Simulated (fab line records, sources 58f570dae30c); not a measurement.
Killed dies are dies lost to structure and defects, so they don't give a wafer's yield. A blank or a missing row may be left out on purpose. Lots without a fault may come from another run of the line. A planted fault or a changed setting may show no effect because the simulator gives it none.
One fault seen from 2 desks | flow berkeley_cmos170 | each desk has only its own numbers; what lay behind them comes last

THE TOOL OWNER'S DESK: litho_track-04
The tool's own readings at UCB170_M2_COAT_09: means of the sampled wafers that have a number, for each lot that ran on this tool. A lot is out of limits, marked OUT, if its mean lies more than 4 standard deviations from the usual mean; the brackets give that distance.
Columns: A = dispense_pressure_kPa at UCB170_M2_COAT_09, usual 50.9 kPa; B = spin_speed_rpm at UCB170_M2_COAT_09, usual 2999.8 rpm
lot  | first seen here | A    | B
L833 | day 7 00:40     | 51.7 | 3000.6
L839 | day 8 11:26     | 51.8 | 2999.6
L838 | day 8 11:55     | 51.8 | 2998.6
L848 | day 10 23:55    | 51.7 | 2920.3 (-42) OUT
L850 | day 11 16:09    | 51.6 | 2922.4 (-41) OUT
This desk's finding: out of limits on L848, L850; first on L848, day 10 23:55 (spin_speed_rpm at UCB170_M2_COAT_09). In limits: L833, L839, L838.

THE METROLOGY DESK
What the gauges read, lot by lot, whatever tool the lot ran on: means of the sampled wafers that have a number. A lot is out of limits, marked OUT, if its mean lies more than 4 standard deviations from the usual mean; the brackets give that distance.
Columns: A = NWELL_NITRIDE_THK at UCB170_NWELL_THK_MEAS_05, usual 223.3 nm
lot  | first seen here | A
L833 | day 2 03:02     | 225.4
L836 | day 2 20:58     | 224.8
L837 | day 3 02:29     | 224.6
L839 | day 3 11:06     | 220.8
L838 | day 3 11:07     | 222.7
L840 | day 3 19:37     | 224.9
L843 | day 4 09:24     | 225.9
L848 | day 5 08:49     | 225.6
L850 | day 5 17:10     | 224.3
L851 | day 5 23:07     | 220.8
L852 | day 6 07:37     | 223.4
L853 | day 6 07:37     | 221.4
L854 | day 6 14:41     | 223.6
L856 | day 6 20:33     | 221.3
This desk's finding: nothing out of limits on any of the 14 lots.

PUT TOGETHER
The tool owner's desk could have raised an alarm at day 10 23:55, on L848, L850.
The metrology desk saw nothing out of limits.
The metrology desk has L848, L850 on record, within its limits.
Of the lots named, all ran UCB170_M2_COAT_09 on litho_track-04.

WHAT THE SIMULATOR HAD PUT IN
Process parameter drift: litho_track-04, from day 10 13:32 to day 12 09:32, at UCB170_M2_COAT_09. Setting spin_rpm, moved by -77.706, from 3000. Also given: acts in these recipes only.
Lots struck among those shown: L848, L850.
Hours from the fault's start to each desk's first reading out of limits: the tool owner's desk, 10.
